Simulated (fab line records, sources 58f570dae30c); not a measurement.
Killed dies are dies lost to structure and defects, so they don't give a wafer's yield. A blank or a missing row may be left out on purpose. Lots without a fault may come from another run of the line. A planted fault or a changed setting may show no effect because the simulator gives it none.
Split-lot experiment | flow berkeley_cmos170 | 5 lots, 23 wafers read, on a route of 331 steps

THE SPLIT
At UCB170_NLDD_COAT_01 (resist thk 900 nm), the setting spin_rpm was moved away from the recipe's 1500 rpm on 8 of the 23 wafers read, by -7.3% to +4.6%. The other wafers ran this setting at the recipe's value.

The reading is taken at the split's own step.

THE READING
KrF_of_NLDD_COAT_01.thk_nm (the simulator's own value, which no gauge read), in nm, at UCB170_NLDD_COAT_01 (resist thk 900 nm). The file gives no usual value for it. The 15 wafers here that ran the recipe average 899.4 nm, standard deviation 2.9 nm.

wafer  | tool, chamber at the split | spin_rpm as run, rpm | against the recipe | KrF_of_NLDD_COAT_01.thk_nm, nm | against lot-mates on the recipe
L074.1 | litho_track-04, 0          | 1500                 | recipe             | 898.1                          | -
L074.2 | litho_track-04, 0          | 1500                 | recipe             | 899.2                          | -
L074.3 | litho_track-04, 0          | 1569                 | +4.6%              | 878                            | -20.4
L074.4 | litho_track-04, 0          | 1500                 | recipe             | 897.8                          | -
L074.5 | litho_track-04, 0          | 1569                 | +4.6%              | 879.3                          | -19.1
L076.2 | litho_track-01, 0          | 1500                 | recipe             | 905.9                          | -
L076.3 | litho_track-01, 0          | 1500                 | recipe             | 902.5                          | -
L076.4 | litho_track-01, 0          | 1500                 | recipe             | 899.5                          | -
L076.5 | litho_track-01, 0          | 1500                 | recipe             | 902                            | -
L076.6 | litho_track-01, 0          | 1500                 | recipe             | 903.1                          | -
L077.1 | litho_track-02, 0          | 1500                 | recipe             | 895.8                          | -
L077.2 | litho_track-02, 0          | 1391                 | -7.3%              | 932.8                          | +36.5
L077.4 | litho_track-02, 0          | 1500                 | recipe             | 896.9                          | -
L077.5 | litho_track-02, 0          | 1391                 | -7.3%              | 932.5                          | +36.2
L077.6 | litho_track-02, 0          | 1391                 | -7.3%              | 934.2                          | +37.9
L080.1 | litho_track-02, 0          | 1500                 | recipe             | 896.3                          | -
L080.2 | litho_track-02, 0          | 1400                 | -6.7%              | 927                            | +31.6
L080.3 | litho_track-02, 0          | 1400                 | -6.7%              | 929.1                          | +33.7
L080.4 | litho_track-02, 0          | 1500                 | recipe             | 894.5                          | -
L080.5 | litho_track-02, 0          | 1400                 | -6.7%              | 927.6                          | +32.2
L083.2 | litho_track-02, 0          | 1500                 | recipe             | 900.2                          | -
L083.4 | litho_track-02, 0          | 1500                 | recipe             | 899.7                          | -
L083.5 | litho_track-02, 0          | 1500                 | recipe             | 899.2                          | -

THE FIT
A straight line over all 23 wafers: KrF_of_NLDD_COAT_01.thk_nm changes by -4.49 nm for each +1% of spin_rpm; r = -0.99; the points scatter about the line by 2.6 nm.
The same after taking each lot's own level away (the mean of its wafers on the recipe; 23 wafers): -4.85 nm for each +1%; r = -1.00; scatter 1.5 nm.
On that fit, the largest move of spin_rpm shifts the reading by 35 nm.
The lots' own levels span 895.40 to 902.60 nm, that is 2.4 times the standard deviation above.
So the lot-to-lot level changes the slope little: the two slopes agree.
Check: with one of the wafers moved furthest among these (-7.3%) left out of the fit, the line predicts +35.5 nm for it against its lot-mates. It came out at +36.5 nm against them.

OTHER SPLITS ON THESE WAFERS
These wafers also went through other splits before the reading. Each is held against what the fit with the lots' levels taken away leaves over:
other split on the same wafers         | wafers away from the commonest value | r with KrF_of_NLDD_COAT_01.thk_nm (lot level and that fit taken away)
UCB170_START_OXIDATION_02 temp_c       | 15                                   | +0.14
UCB170_ZERO_COAT_01 resist_thk_nm      | 7                                    | +0.28
UCB170_PWELL_OXIDATION_02 temp_c       | 10                                   | -0.24
UCB170_ACTIVE_COAT_08 resist_thk_nm    | 8                                    | +0.06
UCB170_PFIELD_IMPLANT_07 dose_cm2      | 11                                   | -0.14
UCB170_SCREENOX_OXIDATION_01 ox_time_s | 10                                   | -0.22
UCB170_NVT_COAT_01 spin_rpm            | 4                                    | +0.39
UCB170_PVT_STRIP_08 o2_flow_sccm       | 7                                    | -0.32

THE FILE'S OWN FIT
KrF_of_NLDD_COAT_01.thk_nm changes by -4.86 nm for each +1% of spin_rpm, r = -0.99.
